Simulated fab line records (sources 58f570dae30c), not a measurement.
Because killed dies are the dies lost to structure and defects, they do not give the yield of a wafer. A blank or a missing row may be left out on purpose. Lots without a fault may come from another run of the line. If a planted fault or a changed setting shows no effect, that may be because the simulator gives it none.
A struck lot beside a sound one || flow berkeley_cmos170 || 5 steps out of a route of 331
Sound: these wafers, L267.2, L267.3, L267.5. The struck wafers were L263.1, L263.4, L263.6. The cause is given at the end.
For every step that has rows: the tool of each side, followed by ch and its chambers, followed by its first start. Under that, the readings that differ: sound wafers || struck wafers || difference of the means || sigmas: that difference in standard deviations of wafers without a fault.
alike: a reading whose means differ by less than 2 such deviations, as well as words and numbers matching on both sides. not compared: withheld readings; readings where some wafer has no value; bounds like >300 that might hide an equal value; numbers whose values overlap and for which the record gives no deviation.
Wherever a step has rows on one side only, a row that says differs or no value, or a row with sigmas, the two part there. Numbers that have no deviation but don't overlap get no sigmas and don't part them. A reading missing from all wafers of one side parts the sides only when that side holds two or more wafers.

UCB170_START_BOW_MEAS_00:
  struck on film_metro-01, day 3 17:00; sound on film_metro-01, day 4 13:01
  alike: INCOMING_BOW
then, 2 steps without rows for these wafers: UCB170_START_CLEAN_01 (cleans in dHF, time 60 s); UCB170_START_OXIDATION_02 (target thk 20 nm, ox time 1800 s).
UCB170_START_THK_MEAS_03:
  struck on film_metro-04, day 4 00:45; sound on film_metro-01, day 4 17:52
  alike: START_OXIDE_THK
UCB170_START_ANNEAL_04: time 1200 s.
  sound on furnace-02 ch 0, day 4 21:29; struck on furnace-02, day 4 05:01
  no value came back on the struck wafers for any of 5 readings (spike_tc_centre_C (C), spike_tc_load_C (C) and others); on the sound wafers spike_tc_centre_C (C) reads 952.6 952.9 952.8

## WHERE THEY PART
Only at UCB170_START_ANNEAL_04, as far as this record shows.

WHY: the cause the simulator had injected
Step skipped in full: furnace-02, at UCB170_START_ANNEAL_04, from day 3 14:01 onward. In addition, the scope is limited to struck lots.
